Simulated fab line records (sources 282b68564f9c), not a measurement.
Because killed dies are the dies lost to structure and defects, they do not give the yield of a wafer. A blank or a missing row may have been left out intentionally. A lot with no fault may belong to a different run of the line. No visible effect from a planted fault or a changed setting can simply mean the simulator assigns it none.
fab line records | flow rit_cmos
record: lots: 14 | wafers: 42 | last_day: 7
route steps=202 shown GATE@81 M1@202
lots that met no fault: from a run of the same line without faults
start_h: hours from the record's opening day to when the first of the lot's shown wafers began | wait_h: hours since the lot's step before | " as in the row above | L1.1+2: one row covering several wafers at once | - no value present, or no start provided | * or withheld: withheld | < > ~ a bound
route shown NAME@n: names a module that has steps shown in the file, with the first one's number in the route | usual: mean/standard deviation taken from wafers without a fault | same: alike in all rows | chamber/n: place in a boat | sites: the reading at each site | _std_site: standard deviation across them | _edge_site: outer sites' mean less inner sites' | radius_mm: how far each site lies from the wafer's centre | mask NAME#n: copy n | behind: the last tool/chamber to shape the wafer | hold: cause of the lot's hold/its duration in hours/its outcome | device: names the non-switching transistor (n, p or np) | end of line: the same wafers' tests at the end of the route | a step given without rows: its recipe and nothing more | killed: dies lost to structure and defects at the first sort, not the wafer's yield | map: a wafer's dies, marking killed ones x, the rest . and places with no die _
set.NAME: the setting that was run; set.NAME@STEP: the one run at that earlier step | model.NAME: the simulator's own value behind a step, which no gauge read
a sample of lots followed through the steps of the route, with each step as a table and each wafer as a row
services: a tool's chamber out of use, with start hour (start_h, from the record's first day; less than 0 if before it), hours out, and reason
== steps ==
step: RIT_GATE_OXIDATION_05
recipe: temp_c: 900 | ambient: O2 | target_thk_a: 30 | ox_time_s: 270
usual: spike_tc_centre_C: 902.8/1.5 | spike_tc_load_C: 926.4/1.2 | spike_tc_source_C: 925/4.3 | tube_center_temp_C: 899.99/0.08 | tube_center_temp_C_max: 902.3/0.34
lot.wafer | tool       | chamber | start_h | wait_h | spike_tc_centre_C | spike_tc_load_C | spike_tc_source_C | tube_center_temp_C | tube_center_temp_C_max
L398.1    | furnace-01 | 0       | 38.45   | 1.1    | 900.9             | 927.7           | 927               | 899.95             | 901.9
L398.4    | "          | 0       | "       | "      | 902.0             | 928.2           | 927               | 900.01             | 902.3
L398.5    | "          | 0       | "       | "      | 900.1             | 926.7           | 928               | 899.98             | 902.3
L400.2    | furnace-04 | 0       | 43.41   | 0.0    | 903.0             | 925.4           | 919               | 899.86             | 901.9
L400.3    | "          | 0       | "       | "      | 902.1             | 925.0           | 919               | 900.02             | 902.2
L400.6    | "          | 0       | "       | "      | 901.6             | 928.0           | 919               | 899.85             | 902.4
L407.1    | furnace-01 | 0       | 81.34   | 0.3    | 922.7             | 948.3           | 946               | 920.02             | 923.0
L407.3    | "          | 0       | "       | "      | 922.4             | 947.4           | 948               | 920.07             | 922.8
L407.5    | "          | 0       | "       | "      | 919.9             | 947.9           | 946               | 919.93             | 922.0
L409.1    | furnace-01 | 0       | 93.17   | 1.2    | 921.0             | 947.8           | 946               | 920.08             | 922.9
L409.2    | "          | 0       | "       | "      | 920.8             | 946.9           | 949               | 919.91             | 922.7
L409.5    | "          | 0       | "       | "      | 920.8             | 948.5           | 947               | 919.97             | 922.7
L410.4    | furnace-03 | 0       | 96.62   | 0.3    | 904.6             | 925.3           | 928               | 900.06             | 902.5
L410.5    | "          | 0       | "       | "      | 904.6             | 927.1           | 926               | 899.94             | 902.3
L410.6    | "          | 0       | "       | "      | 904.3             | 927.5           | 928               | 900.09             | 902.5
L411.2    | furnace-03 | 0       | 103.05  | 2.4    | 904.6             | 926.0           | 928               | 899.9              | 902.2
L411.4    | "          | 0       | "       | "      | 904.4             | 925.5           | 926               | 900.03             | 901.8
L411.6    | "          | 0       | "       | "      | 905.3             | 927.1           | 929               | 899.82             | 902.0
L412.2    | furnace-03 | 0       | 106.67  | 1.5    | 904.8             | 925.3           | 928               | 900.08             | 902.4
L412.3    | "          | 0       | "       | "      | 902.6             | 926.0           | 927               | 900                | 902.4
L412.5    | "          | 0       | "       | "      | 902.7             | 926.9           | 928               | 899.96             | 902.0
L413.3    | furnace-04 | 0       | 111.16  | 0.9    | 901.6             | 925.8           | 918               | 900.02             | 901.9
L413.4    | "          | 0       | "       | "      | 903.0             | 927.3           | 917               | 899.87             | 902.3
L413.5    | "          | 0       | "       | "      | 900.9             | 927.1           | 919               | 900.02             | 902.1
L414.2    | furnace-04 | 0       | 114.58  | 0.0    | 901.7             | 926.0           | 920               | 899.92             | 902.3
L414.3    | "          | 0       | "       | "      | 902.5             | 925.6           | 919               | 899.89             | 901.6
L414.6    | "          | 0       | "       | "      | 901.0             | 925.8           | 921               | 900.08             | 902.3
L415.2    | furnace-04 | 0       | 122.68  | 0.4    | 902.8             | 926.0           | 919               | 899.94             | 902.4
L415.5    | "          | 0       | "       | "      | 904.0             | 926.8           | 919               | 900.05             | 903.0
L415.6    | "          | 0       | "       | "      | 901.2             | 926.8           | 918               | 899.91             | 901.9
L417.2    | furnace-03 | 0       | 130.05  | 0.4    | 905.5             | 925.9           | 928               | 900.07             | 902.6
L417.3    | "          | 0       | "       | "      | 904.7             | 923.6           | 929               | 900                | 902.3
L417.4    | "          | 0       | "       | "      | 903.4             | 924.3           | 927               | 899.9              | 901.8
L419.1    | furnace-03 | 0       | 142.88  | 0.8    | 904.8             | 924.9           | 930               | 900.01             | 902.0
L419.4    | "          | 0       | "       | "      | 903.4             | 927.5           | 928               | 899.83             | 901.9
L419.5    | "          | 0       | "       | "      | 903.3             | 925.3           | 929               | 899.85             | 902.1
L420.4    | furnace-03 | 0       | 144.20  | 0.2    | 903.9             | 926.1           | 928               | 899.87             | 901.8
L420.5    | "          | 0       | "       | "      | 903.7             | 925.7           | 927               | 900.14             | 902.9
L420.6    | "          | 0       | "       | "      | 904.8             | 926.9           | 928               | 900                | 902.5
L421.2    | furnace-03 | 0       | 150.51  | 1.3    | 904.4             | 926.6           | 927               | 899.89             | 902.5
L421.4    | "          | 0       | "       | "      | 902.9             | 926.3           | 928               | 900.02             | 901.8
L421.6    | "          | 0       | "       | "      | 905.3             | 925.1           | 930               | 900.05             | 902.2
step: RIT_GATE_THK_MEAS_07
recipe: reads: SiO2_of_GATE_OXIDATION_05
usual: GATE_OXIDE_THK: 3.02/0.059
lot.wafer | tool          | chamber | start_h | wait_h | GATE_OXIDE_THK[nm]
L398.1    | film_metro-04 | -       | 39.78   | 0.0    | 2.99
L398.4    | "             | -       | "       | "      | 3.07
L398.5    | "             | -       | "       | "      | 3.07
L400.2    | film_metro-01 | -       | 45.12   | 0.0    | 2.93
L400.3    | "             | -       | "       | "      | 2.86
L400.6    | "             | -       | "       | "      | 2.92
L407.1    | film_metro-01 | -       | 82.67   | 0.0    | 3.86
L407.3    | "             | -       | "       | "      | 3.86
L407.5    | "             | -       | "       | "      | 3.86
L409.1    | film_metro-04 | -       | 95.81   | 0.0    | 3.78
L409.2    | "             | -       | "       | "      | 3.83
L409.5    | "             | -       | "       | "      | 3.77
L410.4    | film_metro-04 | -       | 98.02   | 0.0    | 2.98
L410.5    | "             | -       | "       | "      | 3.03
L410.6    | "             | -       | "       | "      | 3.01
L411.2    | film_metro-01 | -       | 105.55  | 0.0    | 3.04
L411.4    | "             | -       | "       | "      | 3.07
L411.6    | "             | -       | "       | "      | 3.01
L412.2    | film_metro-01 | -       | 109.32  | 0.0    | 3.12
L412.3    | "             | -       | "       | "      | 2.99
L412.5    | "             | -       | "       | "      | 3.00
L413.3    | film_metro-01 | -       | 112.51  | 0.0    | 3.07
L413.4    | "             | -       | "       | "      | 3.09
L413.5    | "             | -       | "       | "      | 2.99
L414.2    | film_metro-04 | -       | 118.15  | 0.0    | 2.89
L414.3    | "             | -       | "       | "      | 2.90
L414.6    | "             | -       | "       | "      | 2.91
L415.2    | film_metro-01 | -       | 125.32  | 0.0    | 2.98
L415.5    | "             | -       | "       | "      | 2.99
L415.6    | "             | -       | "       | "      | 2.95
L417.2    | film_metro-01 | -       | 133.25  | 0.0    | 3.04
L417.3    | "             | -       | "       | "      | 3.07
L417.4    | "             | -       | "       | "      | 3.10
L419.1    | film_metro-02 | -       | 144.20  | 0.0    | 3.01
L419.4    | "             | -       | "       | "      | 3.10
L419.5    | "             | -       | "       | "      | 3.09
L420.4    | film_metro-04 | -       | 145.56  | 0.0    | 3.11
L420.5    | "             | -       | "       | "      | 3.12
L420.6    | "             | -       | "       | "      | 3.07
L421.2    | film_metro-01 | -       | 153.78  | 0.0    | 3.01
L421.4    | "             | -       | "       | "      | 3.01
L421.6    | "             | -       | "       | "      | 3.01
step: RIT_M1_PROBE_99
usual: killed_at_contacts: 0.1/0.23 | killed_at_front_end: 6.7/2.7 | killed_dies: 6.7/2.7 | killed_on_rim: 1.8/1.2 | killed_open: 3.2/1.8 | killed_short: 3.5/1.9
same: gross_dies: 264 | killed_at_M0_to_M3: 0 | killed_at_M4_up: 0 | killed_at_back_side: 0 | killed_at_other: 0
lot.wafer | tool      | chamber | start_h | wait_h | killed_at_contacts | killed_at_front_end | killed_dies | killed_on_rim | killed_open | killed_short
L410.4    | prober-02 | -       | 125.40  | 0.2    | 0                  | 2                   | 2           | 1             | 0           | 2
L410.5    | prober-02 | -       | 125.45  | 0.2    | 0                  | 4                   | 4           | 1             | 0           | 4
L410.6    | prober-02 | -       | 125.50  | 0.2    | 0                  | 2                   | 2           | 0             | 1           | 1
killed by level:class
L410.4 GATE:geometric_particle:short=2
L410.5 GATE:geometric_particle:short=3 FOX1:geometric_particle:short=1
L410.6 GATE:geometric_particle:short=1 GATE:geometric_particle:open=1
== services ==
tool       | chamber | start_h | hours | kind
furnace-04 | -       | 14.94   | 3.1   | pm
furnace-04 | -       | 17.99   | 3.9   | pm
furnace-03 | -       | 125.49  | 3.2   | pm
== key ==
first_sign: step: RIT_GATE_OXIDATION_05 | reading: tube_center_temp_C | direction: up | sigmas: 99+ | usual: * | struck: *
effect: step: RIT_GATE_OXIDATION_05 | reading: tube_center_temp_C_max | direction: up | sigmas: 60 | usual: * | struck: *
effect: step: RIT_GATE_THK_MEAS_07 | reading: GATE_OXIDE_THK | direction: up | sigmas: 14 | usual: 3.02 | struck: 3.83
met_at RIT_GATE_OXIDATION_05
struck_lots L407,L409
tester_left_out L407,L409
onset_between 38.45 81.34
fault: kind: process_parameter_drift | tool: furnace-01 | chamber: - | onset_h: 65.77 | steps: RIT_GATE_OXIDATION_05 | channel: temp_c | offset: * | shape: step | end_h: 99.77 | acts_in: * | stated: *
tester_left_out: of these lots the tester's yield and bins aren't shown, on N5 and GAA mostly nor the transistor test; their killed dies are dies lost to structure and defects alone, not to doping, threshold or leakage, so they don't give the yield
